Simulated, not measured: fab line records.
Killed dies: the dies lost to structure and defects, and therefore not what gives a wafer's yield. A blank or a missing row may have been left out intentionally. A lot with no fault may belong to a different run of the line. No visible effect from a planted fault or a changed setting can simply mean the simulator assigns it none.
Struck lot and sound lot, side by side    flow berkeley-cmos170    24 steps out of a route of 331
Sound: these wafers, L667.1, L667.3, L667.6. Wafers L658.2, L658.3, L658.6 were the ones struck. Last of all comes the cause.
Each step with rows lists, per side, the tool, then ch with its chambers, then its first start. Under that, the readings that differ: sound wafers    struck wafers    difference of the means    sigmas: that difference in standard deviations of wafers without a fault.
alike: readings with means less than 2 such deviations apart, plus words and numbers identical on both sides. not compared: withheld readings, readings lacking a value on some wafer, bounds such as >300 that could conceal the same value, and numbers that have no deviation in the record and whose values overlap.
A row with sigmas, a row that says differs or no value, or rows on one side alone: a step with any of these is where the two part. Non-overlapping numbers with no deviation appear without sigmas and do not part them. Lack of a reading on every wafer of one side parts them only where that side has two or more wafers.

first, 4 steps without rows for these wafers: UCB170_PLDD_SOFTBAKE_02 (time 60 s); UCB170_PLDD_EXPOSE_03 (exposes mask PSELECT, target cd 1200 nm); UCB170_PLDD_PEB_04; UCB170_PLDD_DEVELOP_05 (develop time 45 s).
UCB170_PLDD_CD_MEAS_06: target cd 1200 nm.
  struck on cd-sem-01, day 9 11:53; sound on cd-sem-01, day 11 02:25
  alike: cd-nm
UCB170_PLDD_OVL_MEAS_07:
  struck on overlay-02, day 9 11:59; sound on overlay-01, day 11 02:32
  alike: PLDD_OVL
then, 2 steps without rows for these wafers: UCB170_PLDD_IMPLANT_08; UCB170_PLDD_IMPLANT_09.
UCB170_PLDD_STRIP_10: strips in O2.
  sound on plasma-asher-03 ch 0,1, day 11 02:52; struck on plasma-asher-04 ch 0,1, day 9 12:19
  alike: drypump-motor-current-A, oes-product-au, strip-time-to-endpoint-s
  not compared: rf-hours-counter-h
UCB170_PLDD_TW_MEAS_11:
  struck on film-metro-04, day 9 12:25; sound on film-metro-02, day 11 02:58
  alike: PLDD_TW
then, 2 steps without rows for these wafers: UCB170_PLDD_CLEAN_12 (cleans in SPM, time 600 s); UCB170_NLDD_HMDS_00 (prime time 60 s).
UCB170_NLDD_COAT_01: resist thk 900 nm.
  sound on litho-track-02 ch 0, day 11 03:32; struck on litho-track-04 ch 0, day 9 12:53
reading                                sound              struck          difference  sigmas
model.KrF_of_NLDD_COAT_01.thk-nm (nm)  899.8 900.3 899.9  1007 1007 1010  +108        
  alike: spin-speed-rpm
then, 3 steps without rows for these wafers: UCB170_NLDD_SOFTBAKE_02 (time 60 s); UCB170_NLDD_EXPOSE_03 (exposes mask NSELECT, target cd 1200 nm); UCB170_NLDD_PEB_04.
UCB170_NLDD_DEVELOP_05: develop time 45 s.
  sound on litho-track-03 ch 0; struck on litho-track-02 ch 0
reading                                sound              struck           difference  sigmas
model.KrF_of_NLDD_COAT_01.thk-nm (nm)  885.6 886.1 885.7  992.5 993 995.5  +107.9      
UCB170_NLDD_CD_MEAS_06: target cd 1200 nm.
  struck on cd-sem-02, day 9 13:50; sound on cd-sem-01, day 11 04:56
reading     sound                 struck                difference  sigmas
cd-nm (nm)  1199.8 1199.5 1200.2  1194.5 1193.7 1195.2  -5.4        -4
UCB170_NLDD_OVL_MEAS_07:
  struck on overlay-02, day 9 13:56; sound on overlay-01, day 11 05:04
  alike: NLDD_OVL
then, 2 steps without rows for these wafers: UCB170_NLDD_IMPLANT_08; UCB170_NLDD_IMPLANT_09.
UCB170_NLDD_STRIP_10: strips in O2.
  sound on plasma-asher-03 ch 0,1, day 11 05:24; struck on plasma-asher-01 ch 1, day 9 14:16
reading                       sound              struck             difference  sigmas
strip-time-to-endpoint-s (s)  21.62 21.64 21.63  24.18 24.18 24.25  +2.57       +37
  alike: drypump-motor-current-A, oes-product-au
  not compared: rf-hours-counter-h
UCB170_NLDD_TW_MEAS_11:
  struck on film-metro-02, day 9 14:23; sound on film-metro-02, day 11 05:30
  alike: NLDD_TW
UCB170_M3_PROBE_99:
  the record has rows for the struck wafers here (prober-01, day 11 01:42) and none for the sound ones

## WHERE THEY PART
Earliest at UCB170_NLDD_CD_MEAS_06; latest, in this record, at UCB170_M3_PROBE_99.

WHY: whatever the simulator had introduced
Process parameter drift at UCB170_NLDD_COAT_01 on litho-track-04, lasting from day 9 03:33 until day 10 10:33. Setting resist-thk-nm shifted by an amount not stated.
